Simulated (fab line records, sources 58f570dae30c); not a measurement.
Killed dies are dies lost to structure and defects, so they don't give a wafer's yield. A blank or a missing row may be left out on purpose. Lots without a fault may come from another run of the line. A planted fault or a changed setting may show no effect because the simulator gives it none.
One fault seen from 2 desks | flow berkeley_cmos170 | each desk has only its own numbers; what lay behind them comes last

THE METROLOGY DESK
What the gauges read, lot by lot, whatever tool the lot ran on: means of the sampled wafers that have a number. A lot is out of limits, marked OUT, if its mean lies more than 4 standard deviations from the usual mean; the brackets give that distance.
Columns: A = V1_OVL at UCB170_V1_OVL_MEAS_13, usual -2 nm; B = M2_AL_THK at UCB170_M2_THK_MEAS_03, usual 876 nm; C = cd_nm at UCB170_M2_CD_MEAS_90, usual 699.8 nm
lot  | first seen here | A   | B   | C
L320 | day 8 02:39     | 5   | 869 | 701.1
L321 | day 8 05:47     | -1  | 869 | 696.0
L322 | day 8 06:03     | -3  | 883 | 700.6
L323 | day 9 01:56     | -4  | 872 | 700.0
L324 | day 9 03:07     | -0  | 880 | 702.7
L326 | day 9 03:14     | -8  | 889 | 700.0
L325 | day 9 04:55     | -5  | 876 | 700.6
L330 | day 10 02:02    | -5  | 885 | 708.1
L332 | day 10 19:23    | 0   | 865 | 711.5 (+4.9) OUT
L333 | day 10 19:56    | -10 | 863 | 698.4
L335 | day 11 17:31    | -1  | 881 | 701.3
L337 | day 11 18:16    | -3  | 859 | 699.6
L340 | day 12 12:57    | -9  | 873 | 698.2
L339 | day 12 16:42    | -3  | 870 | 698.4
This desk's finding: out of limits on L332; first on L332, day 10 22:41 (cd_nm at UCB170_M2_CD_MEAS_90). In limits: L320, L321, L322, L323, L324, L326, L325, L330, L333, L335, L337, L340, L339.

THE TOOL OWNER'S DESK: rie_metal-01
The tool's own readings at UCB170_M2_METAL_ETCH_18 (etches Al in Cl2/BCl3, stops on SiO2, target depth 1170 nm, time 195 s): means of the sampled wafers that have a number, for each lot that ran on this tool. A lot is out of limits, marked OUT, if its mean lies more than 4 standard deviations from the usual mean; the brackets give that distance.
Columns: A = drypump_motor_current_A at UCB170_M2_METAL_ETCH_18, usual 5.8 A; B = oes_product_au at UCB170_M2_METAL_ETCH_18, usual 0.850 a.u.; C = throttle_valve_pct at UCB170_M2_METAL_ETCH_18, usual 24.33 %
lot  | first seen here | A   | B                | C
L320 | day 8 05:34     | 5.6 | 0.855            | 24.30
L322 | day 8 08:42     | 5.7 | 0.863            | 24.28
L323 | day 9 04:53     | 5.6 | 0.857            | 24.23
L330 | day 10 05:19    | 5.6 | 0.972 (+8.7) OUT | 24.23
L332 | day 10 22:15    | 5.7 | 0.966 (+8.3) OUT | 24.29
This desk's finding: out of limits on L330, L332; first on L330, day 10 05:19 (oes_product_au at UCB170_M2_METAL_ETCH_18). In limits: L320, L322, L323.

PUT TOGETHER
The tool owner's desk could have raised an alarm at day 10 05:19, on L330, L332.
The metrology desk could have raised an alarm at day 10 22:41, on L332.
The metrology desk has L330 on record, within its limits.
Of the lots named, all ran UCB170_M2_METAL_ETCH_18 on rie_metal-01.

WHAT THE SIMULATOR HAD PUT IN
Process parameter drift: rie_metal-01, from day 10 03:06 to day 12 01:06, at UCB170_M2_METAL_ETCH_18. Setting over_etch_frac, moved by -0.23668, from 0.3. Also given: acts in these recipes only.
Lots struck among those shown: L330, L332.
Hours from the fault's start to each desk's first reading out of limits: the tool owner's desk, 2; the metrology desk, 20.
